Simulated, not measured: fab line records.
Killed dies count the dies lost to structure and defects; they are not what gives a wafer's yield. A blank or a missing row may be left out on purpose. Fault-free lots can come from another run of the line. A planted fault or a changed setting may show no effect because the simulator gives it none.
Which tool did it? + flow rit cmos + 42 wafers from 14 lots sampled at 4 of the route's 202 steps

== WHAT THE GAUGES READ, wafer by wafer ==
RIT_ACTIVE_CD_MEAS_11: target cd 1400 nm.
| lot  | measured    | on        | cd nm (nm)           |
|------|-------------|-----------|----------------------|
| L123 | day 1 14:36 | cd sem-01 | 1400.9 1400.7 1402.5 |
| L125 | day 2 00:28 | cd sem-01 | 1400.2 1401.7 1402.4 |
| L126 | day 2 05:47 | cd sem-01 | 1399.1 1398.3 1399.0 |
| L127 | day 2 14:29 | cd sem-02 | 1398.4 1399.0 1398.2 |
| L129 | day 2 21:42 | cd sem-02 | 1400.9 1403.2 1401.0 |
| L136 | day 4 07:32 | cd sem-01 | 1401.6 1400.8 1403.0 |
| L137 | day 4 12:49 | cd sem-02 | 1401.3 1400.7 1401.4 |
| L140 | day 5 03:35 | cd sem-01 | 1400.4 1401.5 1399.3 |
| L141 | day 5 08:34 | cd sem-01 | 1401.8 1400.6 1401.6 |
| L142 | day 5 13:34 | cd sem-01 | 1403.4 1402.3 1401.0 |
| L143 | day 5 18:28 | cd sem-01 | 1399.1 1399.2 1399.8 |
| L144 | day 5 23:38 | cd sem-02 | 1399.0 1397.1 1399.3 |
| L145 | day 6 04:34 | cd sem-01 | 1402.5 1405.5 1403.8 |
| L146 | day 6 09:26 | cd sem-02 | 1400.0 1397.8 1400.1 |

RIT_PSD_OVL_MEAS_06.
| lot  | measured    | on         | PSD_OVL (nm)   |
|------|-------------|------------|----------------|
| L123 | day 3 06:10 | overlay-02 | -1.5 -1.6 -1.3 |
| L125 | day 3 16:00 | overlay-02 | 0.9 -1.3 1.4   |
| L126 | day 3 22:34 | overlay-01 | 2.5 2.5 2.2    |
| L127 | day 4 05:43 | overlay-01 | 0.2 1.9 0.8    |
| L129 | day 4 08:47 | overlay-01 | 2.1 1.8 0.3    |
| L136 | day 5 17:04 | overlay-01 | 3.1 4.1 0.9    |
| L137 | day 5 23:59 | overlay-02 | -1.2 -0.2 -0.4 |
| L140 | day 6 12:30 | overlay-01 | -1.3 -0.7 -0.6 |
| L141 | day 6 19:17 | overlay-02 | -0.2 0.0 1.2   |
| L142 | day 6 23:58 | overlay-02 | 1.7 3.6 0.9    |
| L143 | day 7 05:25 | overlay-01 | 2.1 0.0 0.4    |
| L144 | day 7 11:43 | overlay-01 | 2.5 3.5 2.6    |
| L145 | day 7 16:19 | overlay-01 | -1.0 1.7 0.9   |
| L146 | day 7 19:56 | overlay-02 | -2.8 -0.9 -0.7 |

RIT_M1_RS_MEAS_01: measures by four-point-probe.
| lot  | measured    | on            | M1_AL_RS (ohm/sq)    |
|------|-------------|---------------|----------------------|
| L123 | day 3 10:49 | film metro-02 | 0.0721 0.0731 0.0732 |
| L125 | day 3 21:19 | film metro-02 | 0.0738 0.0735 0.0746 |
| L126 | day 4 03:28 | film metro-04 | 0.0728 0.0731 0.0727 |
| L127 | day 4 10:33 | film metro-02 | 0.0732 0.0736 0.0736 |
| L129 | day 4 13:53 | film metro-04 | 0.0727 0.0736 0.0729 |
| L136 | day 5 21:49 | film metro-01 | 0.0732 0.0731 0.0724 |
| L137 | day 6 04:32 | film metro-02 | 0.0717 0.0728 0.0724 |
| L140 | day 6 17:01 | film metro-01 | 0.0737 0.0725 0.0731 |
| L141 | day 7 00:00 | film metro-02 | 0.0737 0.0733 0.0734 |
| L142 | day 7 04:43 | film metro-01 | 0.0714 0.0724 0.0726 |
| L143 | day 7 10:28 | film metro-01 | 0.0721 0.0719 0.0730 |
| L144 | day 7 16:26 | film metro-01 | 0.0739 0.0738 0.0742 |
| L145 | day 7 20:55 | film metro-01 | 0.0723 0.0731 0.0727 |
| L146 | day 8 00:37 | film metro-04 | 0.0725 0.0727 0.0735 |

== EACH LOT AND THE TOOL THAT RAN IT (in order: tool; ch and the chambers of the sampled wafers; start) ==
| lot  | RIT_FOX2_CLEAN_02              |
|------|--------------------------------|
| L123 | wet bench-03 ch 3, day 1 18:40 |
| L125 | wet bench-03 ch 3, day 2 07:37 |
| L126 | wet bench-01 ch 0, day 2 14:46 |
| L127 | wet bench-03 ch 0, day 2 21:09 |
| L129 | wet bench-01 ch 3, day 3 02:48 |
| L136 | wet bench-01 ch 2, day 4 11:45 |
| L137 | wet bench-01 ch 3, day 4 18:02 |
| L140 | wet bench-01 ch 2, day 5 07:34 |
| L141 | wet bench-03 ch 1, day 5 12:33 |
| L142 | wet bench-02 ch 0, day 5 18:48 |
| L143 | wet bench-03 ch 2, day 5 22:26 |
| L144 | wet bench-03 ch 0, day 6 04:30 |
| L145 | wet bench-03 ch 2, day 6 08:29 |
| L146 | wet bench-02 ch 2, day 6 13:26 |
- RIT_FOX2_CLEAN_02: cleans in dHF, time 176.3 s.

== AS READ BY THE TOOLS THEMSELVES (means over the sampled wafers that have a number; for cases with no such wafer, the mark the record gives instead) ==
RIT_FOX2_CLEAN_02.
| lot  | tool         | run length s (s) |
|------|--------------|------------------|
| L123 | wet bench-03 | 204.8            |
| L125 | wet bench-03 | 204.2            |
| L126 | wet bench-01 | 208.3            |
| L127 | wet bench-03 | 208.2            |
| L129 | wet bench-01 | 208.8            |
| L136 | wet bench-01 | -                |
| L137 | wet bench-01 | -                |
| L140 | wet bench-01 | 207.6            |
| L141 | wet bench-03 | 205.9            |
| L142 | wet bench-02 | 210.6            |
| L143 | wet bench-03 | 210.0            |
| L144 | wet bench-03 | 206.9            |
| L145 | wet bench-03 | 206.7            |
| L146 | wet bench-02 | 208.3            |

== THE ANSWER, worked out from the rows above alone ==
Rule: what is usual is taken from the lots themselves. The widest of any qualifying gaps counts: lots, ordered by their means at a reading, are off when they make up no more than a third of the lots, leave a main group of 4 or more, and stand apart from it by 3 or more times the standard deviation of that group's means. The tables above print the reading to a certain number of digits; a main group whose means all agree to those digits is not used. A lot without any number at a reading at which 4 lots or more have one is off too. Where the step has rows for the other lots, those lots are counted as sound. After the gauges, taken in route order, come the tools' own readings; for these a lot's mean is taken, as printed above. At the first step where some lot is off, the reading lying furthest off is the one used; lots without a number count as furthest.
Off at RIT_FOX2_CLEAN_02 (run length s): L136, L137. Without a number there: L136, L137. The main group: mean 207.5 s, standard deviation 1.8.
If a tool, at that step or one of the process steps before it, ran each lot that is off and ran no sound lot following the first of them, it fits. No candidate that was tried fits.

== WHAT THE SIMULATOR PUT IN ==
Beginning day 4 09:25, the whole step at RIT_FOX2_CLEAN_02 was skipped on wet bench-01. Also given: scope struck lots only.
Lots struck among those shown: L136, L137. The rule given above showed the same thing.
